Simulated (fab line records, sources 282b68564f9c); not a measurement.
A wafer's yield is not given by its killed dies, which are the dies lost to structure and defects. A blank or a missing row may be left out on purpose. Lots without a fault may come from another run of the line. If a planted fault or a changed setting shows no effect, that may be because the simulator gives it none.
A struck lot beside a sound one + flow ritCmos + 45 out of 202 route steps
Sound: wafers L330.1, L330.2, L330.5. The struck wafers were L334.1, L334.3, L334.6. The cause is named last.
Order at every step that has rows: each side's tool, ch and its chambers, its first start. Under that, the readings that differ: sound wafers + struck wafers + difference of the means + sigmas: that difference in standard deviations of wafers without a fault.
alike: a reading whose means differ by less than 2 such deviations, as well as words and numbers matching on both sides. not compared: withheld readings; readings where some wafer has no value; bounds like >300 that might hide an equal value; numbers whose values overlap and for which the record gives no deviation.
A row with sigmas, a row that says differs or no value, or rows on one side alone: a step with any of these is where the two part. Numbers that have no deviation but don't overlap get no sigmas and don't part them. A reading that every wafer of one side lacks parts them only if that side has two wafers or more.

first, 1 step without rows for these wafers: RIT_ACTIVE_DEVELOP_10 (develop time 50 s).
RIT_ACTIVE_CD_MEAS_11: target cd 1400 nm.
  struck on cdSem-01, day 3 17:35; sound on cdSem-02, day 2 21:13
  alike: cdNm
then, 1 step without rows for these wafers: RIT_ACTIVE_HARDBAKE_12 (time 60 s).
RIT_ACTIVE_ETCH_13: etches Si3N4 in SF6, stops on SiO2, time 210 s, target depth 210 nm.
  sound on rieDiel-03 ch 0,1,3, day 2 21:29; struck on rieDiel-01 ch 0,1,3, day 3 17:52
  alike: drypumpMotorCurrentA, oesProductAu, throttleValvePct
  not compared: rfHoursCounterH
RIT_ACTIVE_STRIP_14: strips in O2, time 180 s.
  sound on plasmaAsher-04 ch 0,1, day 2 21:37; struck on plasmaAsher-01 ch 0,1, day 3 18:00
  alike: drypumpMotorCurrentA
  not compared: rfHoursCounterH
RIT_ACTIVE_CD_MEAS_90: target cd 1400 nm.
  struck on cdSem-02, day 3 18:10; sound on cdSem-01, day 2 21:48
  alike: cdNm
then, 4 steps without rows for these wafers: RIT_ACTIVE_CLEAN_15 (cleans in SC1, time 600 s); RIT_ACTIVE_CLEAN_16 (cleans in dHF, time 30 s); RIT_ACTIVE_CLEAN_17 (cleans in SC2, time 600 s); RIT_FOX1_OXIDATION_00 (target thk 350.7 nm, ox time 1130 s).
RIT_FOX1_THK_MEAS_01:
  struck on filmMetro-04, day 3 21:04; sound on filmMetro-04, day 3 00:58
  alike: FOX1_OXIDE_THK
then, 1 step without rows for these wafers: RIT_FOX1_WET_ETCH_02 (etches SiO2 in BOE, target depth 350 nm, time 390 s).
RIT_FOX2_OXIDATION_00: target thk 350.7 nm, ox time 1130 s.
  sound on furnace-03 ch 0, day 3 01:09; struck on furnace-01 ch 0, day 3 22:50
| reading                                    | sound             | struck            | difference | sigmas |
|--------------------------------------------|-------------------|-------------------|------------|--------|
| model.SiO2_of_FOX2_OXIDATION_00.thkNm (nm) | 347.7 350.4 354.8 | 454.2 453.3 442.2 | +98.9      |        |
  alike: zonePowerLoadPct
RIT_FOX2_THK_MEAS_01:
  struck on filmMetro-04, day 4 00:10; sound on filmMetro-04, day 3 02:28
| reading             | sound       | struck      | difference | sigmas |
|---------------------|-------------|-------------|------------|--------|
| FOX2_OXIDE_THK (nm) | 348 350 355 | 454 453 443 | +99        | +20    |
then, 2 steps without rows for these wafers: RIT_FOX2_CLEAN_02 (cleans in dHF, time 180 s); RIT_FOX2_WET_ETCH_03 (etches Si3N4 in H3PO4, target depth 195 nm, time 2700 s).
RIT_FOX2_THK_MEAS_90:
  struck on filmMetro-01, day 4 01:02; sound on filmMetro-02, day 3 03:21
| reading                     | sound       | struck      | difference | sigmas |
|-----------------------------|-------------|-------------|------------|--------|
| FIELD_OXIDE_LEFT_1_THK (nm) | 321 323 328 | 427 426 415 | +99        | +20    |
then, 6 steps without rows for these wafers: RIT_NWELL_HMDS_00 (prime time 60 s); RIT_NWELL_COAT_01 (resist thk 1300 nm); RIT_NWELL_SOFTBAKE_02 (time 60 s); RIT_NWELL_EXPOSE_03 (exposes mask M2, target cd 43900 nm); RIT_NWELL_PEB_04; RIT_NWELL_DEVELOP_05 (develop time 68 s).
RIT_NWELL_OVL_MEAS_06:
  struck on overlay-01, day 4 01:59; sound on overlay-01, day 3 04:17
  alike: NWELL_OVL
then, 2 steps without rows for these wafers: RIT_NWELL_HARDBAKE_07 (time 120 s); RIT_NWELL_IMPLANT_08.
RIT_NWELL_STRIP_09: strips in O2, time 180 s.
  sound on plasmaAsher-01 ch 0,1, day 3 04:43; struck on plasmaAsher-01 ch 0,1, day 4 02:25
  alike: drypumpMotorCurrentA
  not compared: rfHoursCounterH
RIT_NWELL_TW_MEAS_10:
  struck on filmMetro-03, day 4 02:35; sound on filmMetro-02, day 3 04:54
  alike: NWELL_TW
then, 6 steps without rows for these wafers: RIT_PWELL_HMDS_00 (prime time 60 s); RIT_PWELL_COAT_01 (resist thk 1300 nm); RIT_PWELL_SOFTBAKE_02 (time 60 s); RIT_PWELL_EXPOSE_03 (exposes mask M3, target cd 43700 nm); RIT_PWELL_PEB_04; RIT_PWELL_DEVELOP_05 (develop time 68 s).
RIT_PWELL_OVL_MEAS_06:
  struck on overlay-01, day 4 03:39; sound on overlay-02, day 3 05:58
  alike: PWELL_OVL
then, 2 steps without rows for these wafers: RIT_PWELL_HARDBAKE_07 (time 120 s); RIT_PWELL_IMPLANT_08.
RIT_PWELL_STRIP_09: strips in O2, time 180 s.
  sound on plasmaAsher-02 ch 0,1, day 3 06:24; struck on plasmaAsher-02 ch 0,1, day 4 04:05
  alike: drypumpMotorCurrentA
  not compared: rfHoursCounterH
RIT_PWELL_TW_MEAS_10:
  struck on filmMetro-04, day 4 04:16; sound on filmMetro-04, day 3 06:34
  alike: PWELL_TW
then, 1 step without rows for these wafers: RIT_WELLDRIVE_ANNEAL_00 (time 14700 s).
RIT_WELLDRIVE_RS_MEAS_01: measures by four-point-probe.
  struck on filmMetro-04, day 4 09:38; sound on filmMetro-03, day 3 12:22
  alike: NWELL_RS
RIT_WELLDRIVE_RS_MEAS_02: measures by four-point-probe.
  struck on filmMetro-04, day 4 09:45; sound on filmMetro-03, day 3 12:29
  alike: PWELL_RS
RIT_FOX2_THK_MEAS_91:
  struck on filmMetro-02, day 4 14:00; sound on filmMetro-02, day 3 16:15
| reading                     | sound       | struck      | difference | sigmas |
|-----------------------------|-------------|-------------|------------|--------|
| FIELD_OXIDE_LEFT_2_THK (nm) | 251 254 258 | 359 358 347 | +100       | +20    |
RIT_SILICIDE_WET_ETCH_00: etches SiO2 in BOE, target depth 14 nm, time 15 s.
  sound on wetBench-03 ch 3, day 4 14:10; struck on wetBench-03 ch 0, day 5 14:23
| reading                                    | sound             | struck            | difference | sigmas |
|--------------------------------------------|-------------------|-------------------|------------|--------|
| model.SiO2_of_FOX2_OXIDATION_00.thkNm (nm) | 146.1 149.8 153.5 | 253.9 254.2 240.8 | +99.8      |        |
  alike: bathHeatDutyPct
RIT_M1_PROBE_99:
  struck on prober-01, day 5 21:35; sound on prober-01, day 4 21:28
| reading                           | sound             | struck            | difference | sigmas |
|-----------------------------------|-------------------|-------------------|------------|--------|
| model.etest.pldd.widthNm (nm)     | 3193 3185 3161    | 3006 3013 3041    | -160       |        |
| model.etest.nldd.widthNm (nm)     | 3182 3164 3179    | 3013 3013 3027    | -157       |        |
| model.etest.pplusSal.widthNm (nm) | 3439 3432 3429    | 3366 3356 3397    | -60        |        |
| model.etest.nplusSal.widthNm (nm) | 3440 3427 3440    | 3349 3351 3362    | -82        |        |
| model.etest.pwell.rsOhmSq         | 418.1 413 415.6   | 463.2 465.9 455.6 | +46.0      |        |
| model.etest.nmosNarrow.driveUaUm  | 222.7 228.6 227.5 | 191.4 196.2 202.4 | -29.6      |        |
| model.etest.pmosNarrow.driveUaUm  | 95.66 99.74 98.5  | 84.67 87.58 89.75 | -10.63     |        |
| model.etest.fieldN.vtV (V)        | 33.94 34.28 34.99 | 46.35 46.32 45.42 | +11.63     |        |
  alike: killed_at_M0_to_M3, killedAtContacts, killedAtFrontEnd, killedDies, killedOpen, killedShort

## WHERE THEY PART
Earliest at RIT_FOX2_THK_MEAS_01; latest, in this record, at RIT_FOX2_THK_MEAS_91. Later steps at which nothing parts them and some readings are alike: RIT_SILICIDE_WET_ETCH_00, RIT_M1_PROBE_99.

WHY: whatever the simulator had introduced
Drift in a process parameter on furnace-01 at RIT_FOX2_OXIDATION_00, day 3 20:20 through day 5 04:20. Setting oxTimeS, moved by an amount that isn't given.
